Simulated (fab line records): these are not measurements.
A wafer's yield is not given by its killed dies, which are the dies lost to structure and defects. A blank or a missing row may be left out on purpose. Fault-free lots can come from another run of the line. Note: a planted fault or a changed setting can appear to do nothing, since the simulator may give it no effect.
fab line records	flow ritCmos
record lots=13	wafers=39	lastDay=6
route steps=202 shown GATE@84 M1@202
lots that met no fault: from a run of the same line without faults
startH: start of the lot's first displayed wafer, in hours after the record's first day	waitH: hours since the lot's step before	" same as the row above	L1.1+2: a single row standing in for several wafers	- no value, or no start was given	* or withheld: withheld	< > ~ a bound
route shown NAME@n: a module of which the file shows steps, and the number in the route of the first	usual: mean/standard deviation taken from wafers without a fault	same: alike in all rows	chamber/n: place in a boat	sites: the reading at each site	_std_site: how widely they spread, as a standard deviation	_edge_site: mean of outer sites minus mean of inner sites	radiusMm: for every site, how far away it sits from the centre of the wafer	mask NAME#n: copy n	behind: the most recent tool/chamber to have shaped the wafer	hold: reason for holding the lot/hours on hold/outcome of the hold	device: whichever transistor did not switch (one of n, p or np)	end of line: the same wafers' tests at the end of the route	a step with no rows: only its recipe	killed: count of dies lost to structure and defects at first sort (not the wafer's yield)	map: shows each die of a wafer: x if killed, . if not, _ if none is there
set.NAME: the setting the step ran with; set.NAME@STEP: the setting that earlier step ran with	model.NAME: the simulator's own value behind a step, which no gauge read
one table for each step of the route and one row for each wafer, over a sample of lots
## steps
# step RIT_GATE_CVD_08
# recipe material=poly-Si	targetThkNm=250	tempC=610	precursor=SiH4	timeS=2220	pressureMtorr=300	sih4FlowSccm=100
lot.wafer	tool	chamber	startH	waitH
L707.3+4+6	lpcvd-01	1	34.68	0.0
L708.1+4+5	lpcvd-01	0	39.19	0.1
L710.1+2+5	lpcvd-02	1	48.53	0.3
L711.2+3+4	lpcvd-02	1	53.53	0.1
L712.1+2+3	lpcvd-01	0	61.24	0.1
L713.2+4+6	lpcvd-02	1	64.12	0.0
L714.1+2+4	lpcvd-02	0	70.76	0.1
L715.1+2+5	lpcvd-01	0	73.04	0.1
L716.1+2+5	lpcvd-02	0	78.97	0.1
L717.2+5+6	lpcvd-02	1	84.39	0.0
L718.2+4+6	lpcvd-01	0	92.57	0.0
L720.2+3+4	lpcvd-01	0	103.20	0.0
L723.2+3+6	lpcvd-02	0	115.11	0.0
# step RIT_GATE_THK_MEAS_09
# recipe reads=poly-Si_of_GATE_CVD_08
# usual GATE_POLY_THK=248.8/2.8
lot.wafer	tool	chamber	startH	waitH	hold	GATE_POLY_THK[nm]
L707.3	filmMetro-04	-	36.31	0.0	-	252.1
L707.4	"	-	"	"	-	251.9
L707.6	"	-	"	"	-	251.9
L708.1	filmMetro-04	-	40.81	0.0	-	253.4
L708.4	"	-	"	"	-	248.0
L708.5	"	-	"	"	-	253.4
L710.1	filmMetro-04	-	50.15	0.0	-	244.3
L710.2	"	-	"	"	-	247.6
L710.5	"	-	"	"	-	246.9
L711.2	filmMetro-02	-	55.16	0.0	-	246.0
L711.3	"	-	"	"	-	246.1
L711.4	"	-	"	"	-	244.3
L712.1	filmMetro-03	-	62.85	0.0	-	248.0
L712.2	"	-	"	"	-	247.8
L712.3	"	-	"	"	-	247.3
L713.2	filmMetro-03	-	65.74	0.0	-	251.0
L713.4	"	-	"	"	-	252.0
L713.6	"	-	"	"	-	250.2
L714.1	filmMetro-04	-	72.37	0.0	-	246.3
L714.2	"	-	"	"	-	245.5
L714.4	"	-	"	"	-	245.0
L715.1	filmMetro-04	-	74.66	0.0	-	248.7
L715.2	"	-	"	"	-	248.2
L715.5	"	-	"	"	-	246.8
L716.1	filmMetro-03	-	80.58	0.0	-	247.4
L716.2	"	-	"	"	-	245.9
L716.5	"	-	"	"	-	247.8
L717.2	filmMetro-04	-	86.02	0.0	-	250.7
L717.5	"	-	"	"	-	249.4
L717.6	"	-	"	"	-	252.5
L718.2	filmMetro-04	-	94.19	0.0	-	250.3
L718.4	"	-	"	"	-	247.7
L718.6	"	-	"	"	-	249.0
L720.2	filmMetro-02	-	104.83	0.0	awaitDispo/0.2h/release	110.8
L720.3	"	-	"	"	awaitDispo/0.2h/release	107.9
L720.4	"	-	"	"	awaitDispo/0.2h/release	111.2
L720.2	filmMetro-02	-	105.13	0.3	-	110.9
L720.3	"	-	"	"	-	108.0
L720.4	"	-	"	"	-	111.1
L723.2	filmMetro-04	-	116.74	0.0	-	244.7
L723.3	"	-	"	"	-	245.2
L723.6	"	-	"	"	-	246.9
# step RIT_M1_PROBE_99
# usual defectLimitedYield=97.2/1.1	killed_at_M0_to_M3=0.0/0.083	killedAtContacts=0.1/0.36	killedAtFrontEnd=7.2/2.9	killedDies=7.4/2.9	killedOnRim=2.0/1.5	killedOpen=3.8/2	killedShort=3.5/2	sort_bin_3_pad_short=0.1/0.2	sort_bin_5_function=1.7/0.83	sort_bin_6_memory=1.0/0.61	sortNPass=256.6/2.9	sortYieldPct=97.2/1.1
# same grossDies=264	killed_at_M4_up=0	killedAtBackSide=0	killedAtOther=0
lot.wafer	tool	chamber	startH	waitH	defectLimitedYield[%]	killed_at_M0_to_M3	killedAtContacts	killedAtFrontEnd	killedDies	killedOnRim	killedOpen	killedShort	sort_bin_3_pad_short[%]	sort_bin_5_function[%]	sort_bin_6_memory[%]	sortNPass	sortYieldPct[%]
L707.3	prober-02	-	60.07	0.2	94.7	0	1	13	14	4	5	9	0.4	3.0	1.9	250.0	94.7
L707.4	prober-02	-	60.12	0.2	96.6	0	0	9	9	2	4	5	0.4	1.5	1.5	255.0	96.6
L707.6	prober-02	-	60.22	0.2	97.7	0	0	6	6	1	3	3	0	1.5	0.8	258.0	97.7
L708.1	prober-01	-	62.36	0.1	97.3	0	0	7	7	2	2	5	0	2.3	0.4	257.0	97.3
L708.4	prober-01	-	62.51	0.2	96.2	0	0	10	10	4	5	5	0	1.9	1.9	254.0	96.2
L708.5	prober-01	-	62.56	0.2	94.7	0	0	14	14	6	10	4	0.4	2.3	2.7	250.0	94.7
L710.1	prober-01	-	71.90	0.1	95.8	0	0	11	11	3	5	6	0.8	3.0	0.4	253.0	95.8
L710.2	prober-01	-	71.95	0.1	96.2	0	0	10	10	4	6	4	0	2.7	1.1	254.0	96.2
L710.5	prober-01	-	72.10	0.2	96.6	0	0	9	9	4	7	2	0.4	2.3	0.8	255.0	96.6
L711.2	prober-02	-	76.44	0.1	97.7	0	0	6	6	1	3	3	0	1.9	0.4	258.0	97.7
L711.3	prober-02	-	76.49	0.2	98.1	0	0	5	5	1	2	3	0	1.5	0.4	259.0	98.1
L711.4	prober-02	-	76.54	0.2	98.1	1	0	4	5	3	3	2	0	0.8	1.1	259.0	98.1
L712.1	prober-01	-	84.20	0.1	97.0	0	0	8	8	2	1	7	0.4	1.1	1.5	256.0	97.0
L712.2	prober-01	-	84.25	0.1	98.1	0	0	5	5	0	2	2	0	1.1	0.8	259.0	98.1
L712.3	prober-01	-	84.30	0.2	98.1	0	0	5	5	1	3	2	0.4	0.8	0.8	259.0	98.1
L713.2	prober-02	-	88.72	0.1	98.1	0	0	5	5	2	3	2	0	1.1	0.8	259.0	98.1
L713.4	prober-02	-	88.82	0.2	96.6	0	0	9	9	3	5	4	0	1.5	1.9	255.0	96.6
L713.6	prober-02	-	88.92	0.2	98.9	0	0	3	3	1	0	3	0.4	0	0.8	261.0	98.9
L714.1	prober-01	-	94.13	0.1	95.8	0	0	11	11	3	5	6	0.4	3.0	0.8	253.0	95.8
L714.2	prober-01	-	94.18	0.1	98.1	0	0	5	5	0	4	1	0.4	1.5	0	259.0	98.1
L714.4	prober-01	-	94.28	0.2	98.5	0	0	4	4	1	3	1	0.4	0.4	0.8	260.0	98.5
L715.1	prober-02	-	96.94	0.1	96.2	0	1	9	10	4	7	3	0.4	2.3	1.1	254.0	96.2
L715.2	prober-02	-	96.99	0.1	98.1	0	0	5	5	0	3	2	0	1.1	0.8	259.0	98.1
L715.5	prober-02	-	97.14	0.2	95.8	0	0	11	11	5	8	3	0	2.7	1.5	253.0	95.8
L716.1	prober-01	-	101.94	0.1	96.2	0	0	10	10	2	2	8	0.4	1.5	1.9	254.0	96.2
L716.2	prober-01	-	101.99	0.1	96.6	0	1	8	9	2	4	5	0	1.9	1.5	255.0	96.6
L716.5	prober-01	-	102.14	0.2	97.0	0	0	8	8	1	6	2	0	0.8	2.3	256.0	97.0
L717.2	prober-02	-	107.55	0.1	98.5	0	0	4	4	1	3	1	0	0.4	1.1	260.0	98.5
L717.5	prober-02	-	107.70	0.2	98.1	0	1	4	5	1	2	3	0	0	1.9	259.0	98.1
L717.6	prober-02	-	107.75	0.2	97.0	0	0	8	8	2	2	6	0	1.9	1.1	256.0	97.0
L718.2	prober-02	-	118.29	0.1	97.3	0	0	7	7	1	1	6	0.4	1.5	0.8	257.0	97.3
L718.4	prober-02	-	118.39	0.2	97.3	0	0	7	7	1	4	3	0	1.9	0.8	257.0	97.3
L718.6	prober-02	-	118.49	0.2	96.6	0	0	9	9	1	4	5	0	2.7	0.8	255.0	96.6
L723.2	prober-01	-	138.56	0.1	99.6	0	0	1	1	0	0	1	0	0.4	0	263.0	99.6
L723.3	prober-01	-	138.61	0.2	98.5	0	0	4	4	0	3	1	0	1.5	0	260.0	98.5
L723.6	prober-01	-	138.76	0.2	97.7	0	0	6	6	0	5	1	0	1.5	0.8	258.0	97.7
# killed by level:class
L707.3 GATE:geometricParticle:short=3 SPACER:geometricParticle:short=3 FOX1:geometricParticle:short=2 GATE:geometricParticle:open=2 SPACER:geometricParticle:open=1 SILICIDE:geometricParticle:short=1 SILICIDE:geometricParticle:open=1 CONTACT:geometricParticle:open=1
L707.4 REOX:geometricParticle:open=2 ACTIVE:geometricParticle:short=1 FOX1:geometricParticle:open=1 FOX2:geometricParticle:short=1 GATE:geometricParticle:short=1 GATE:geometricParticle:open=1 REOX:geometricParticle:short=1 SILICIDE:geometricParticle:short=1
L707.6 GATE:geometricParticle:short=2 SPACER:geometricParticle:open=2 GATE:geometricParticle:open=1 REOX:geometricParticle:short=1
L708.1 GATE:geometricParticle:short=3 GATE:geometricParticle:open=1 REOX:geometricParticle:open=1 SPACER:geometricParticle:short=1 SILICIDE:geometricParticle:short=1
L708.4 GATE:geometricParticle:open=3 GATE:geometricParticle:short=2 SILICIDE:geometricParticle:short=2 ACTIVE:geometricParticle:open=1 FOX2:geometricParticle:short=1 REOX:geometricParticle:open=1
L708.5 GATE:geometricParticle:open=5 SPACER:geometricParticle:open=2 SILICIDE:geometricParticle:open=2 FOX2:geometricParticle:short=1 GATE:geometricParticle:short=1 REOX:geometricParticle:short=1 REOX:geometricParticle:open=1 SPACER:geometricParticle:short=1
L710.1 GATE:geometricParticle:open=2 SPACER:geometricParticle:open=2 SILICIDE:geometricParticle:short=2 FOX1:geometricParticle:short=1 FOX2:geometricParticle:short=1 GATE:geometricParticle:short=1 SPACER:geometricParticle:short=1 SILICIDE:geometricParticle:open=1
L710.2 SPACER:geometricParticle:open=2 SPACER:geometricParticle:short=2 SILICIDE:geometricParticle:open=2 GATE:geometricParticle:open=1 GATE:geometricParticle:short=1 REOX:geometricParticle:open=1 SILICIDE:geometricParticle:short=1
L710.5 SPACER:geometricParticle:open=3 FOX1:geometricParticle:open=1 GATE:geometricParticle:open=1 GATE:geometricParticle:short=1 REOX:geometricParticle:short=1 REOX:geometricParticle:open=1 SILICIDE:geometricParticle:open=1
L711.2 FOX1:geometricParticle:open=1 FOX2:geometricParticle:short=1 GATE:geometricParticle:short=1 REOX:geometricParticle:open=1 SPACER:geometricParticle:open=1 SPACER:geometricParticle:short=1
L711.3 GATE:geometricParticle:open=2 FOX2:geometricParticle:short=1 SPACER:geometricParticle:short=1 SILICIDE:geometricParticle:short=1
L711.4 FOX2:geometricParticle:short=1 GATE:geometricParticle:short=1 GATE:geometricParticle:open=1 SILICIDE:geometricParticle:open=1 M1:geometricParticle:open=1
L712.1 FOX1:geometricParticle:short=3 SPACER:geometricParticle:short=2 FOX2:geometricParticle:open=1 FOX2:geometricParticle:short=1 GATE:geometricParticle:short=1
L712.2 GATE:geometricParticle:open=2 REOX:geometricParticle:short=1 SPACER:geometricParticle:short=1 ACTIVE:coatMicrobubblePrinted=1
L712.3 SPACER:geometricParticle:open=2 FOX1:geometricParticle:open=1 FOX1:geometricParticle:short=1 SPACER:geometricParticle:short=1
L713.2 FOX1:geometricParticle:short=1 FOX1:geometricParticle:open=1 GATE:geometricParticle:open=1 SILICIDE:geometricParticle:short=1 SILICIDE:geometricParticle:open=1
L713.4 FOX1:geometricParticle:short=2 REOX:geometricParticle:open=2 GATE:geometricParticle:open=1 REOX:geometricParticle:short=1 SPACER:geometricParticle:open=1 SILICIDE:geometricParticle:open=1 SILICIDE:geometricParticle:short=1
L713.6 FOX1:geometricParticle:short=2 GATE:geometricParticle:short=1
L714.1 GATE:geometricParticle:short=3 FOX1:geometricParticle:open=2 SPACER:geometricParticle:open=2 SPACER:geometricParticle:short=2 FOX1:geometricParticle:short=1 GATE:geometricParticle:open=1
L714.2 GATE:geometricParticle:open=3 GATE:geometricParticle:short=1 SPACER:geometricParticle:open=1
L714.4 GATE:geometricParticle:open=2 FOX1:geometricParticle:short=1 SPACER:geometricParticle:open=1
L715.1 GATE:geometricParticle:open=3 GATE:geometricParticle:short=2 REOX:geometricParticle:open=2 FOX1:geometricParticle:short=1 SPACER:geometricParticle:open=1 CONTACT:geometricParticle:open=1
L715.2 FOX2:geometricParticle:open=1 FOX2:geometricParticle:short=1 GATE:geometricParticle:short=1 SPACER:geometricParticle:open=1 SILICIDE:geometricParticle:open=1
L715.5 FOX1:geometricParticle:open=3 GATE:geometricParticle:open=3 SPACER:geometricParticle:open=2 FOX1:geometricParticle:short=1 GATE:geometricParticle:short=1 REOX:geometricParticle:short=1
L716.1 SPACER:geometricParticle:short=3 FOX1:geometricParticle:short=2 ACTIVE:geometricParticle:short=1 GATE:geometricParticle:open=1 GATE:geometricParticle:short=1 REOX:geometricParticle:short=1 SPACER:geometricParticle:open=1
L716.2 GATE:geometricParticle:open=3 GATE:geometricParticle:short=2 FOX1:geometricParticle:short=1 REOX:geometricParticle:short=1 SILICIDE:geometricParticle:open=1 CONTACT:geometricParticle:short=1
L716.5 GATE:geometricParticle:open=2 GATE:geometricParticle:short=2 REOX:geometricParticle:open=2 FOX2:geometricParticle:open=1 SPACER:geometricParticle:open=1
L717.2 FOX1:geometricParticle:short=1 REOX:geometricParticle:open=1 SPACER:geometricParticle:open=1 SILICIDE:geometricParticle:open=1
L717.5 REOX:geometricParticle:short=2 FOX1:geometricParticle:open=1 REOX:geometricParticle:open=1 CONTACT:geometricParticle:short=1
L717.6 FOX1:geometricParticle:open=2 FOX1:geometricParticle:short=2 SPACER:geometricParticle:short=2 FOX2:geometricParticle:short=1 REOX:geometricParticle:short=1
L718.2 GATE:geometricParticle:short=2 SILICIDE:geometricParticle:short=2 FOX1:geometricParticle:short=1 GATE:geometricParticle:open=1 SPACER:geometricParticle:short=1
L718.4 FOX1:geometricParticle:short=1 FOX1:geometricParticle:open=1 GATE:geometricParticle:short=1 GATE:geometricParticle:open=1 REOX:geometricParticle:open=1 SPACER:geometricParticle:open=1 SPACER:geometricParticle:short=1
L718.6 GATE:geometricParticle:short=3 FOX2:geometricParticle:open=1 FOX2:geometricParticle:short=1 GATE:geometricParticle:open=1 REOX:geometricParticle:open=1 SPACER:geometricParticle:short=1 SPACER:geometricParticle:open=1
L723.2 FOX1:geometricParticle:short=1
L723.3 FOX1:geometricParticle:open=2 FOX1:geometricParticle:short=1 SPACER:geometricParticle:open=1
L723.6 ACTIVE:geometricParticle:short=1 FOX1:geometricParticle:open=1 GATE:geometricParticle:open=1 REOX:geometricParticle:open=1 SPACER:geometricParticle:open=1 SILICIDE:geometricParticle:open=1
## key
firstSign step=RIT_GATE_THK_MEAS_09	reading=visit	direction=added
effect step=RIT_GATE_THK_MEAS_09	reading=GATE_POLY_THK	direction=down	sigmas=49	usual=248.8	struck=110.0
metAt RIT_GATE_CVD_08
struckLots L720
struckWafers L720.2,L720.3,L720.4
scrappedBehind RIT_GATE_THK_MEAS_09 L720.2,L720.3,L720.4
fault kind=processParameterDrift	tool=lpcvd-01	chamber=0	onsetH=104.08	steps=RIT_GATE_CVD_08	channel=targetThkNm	offset=-142.65	shape=step	endH=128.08	actsIn=theseRecipesOnly	stated=250
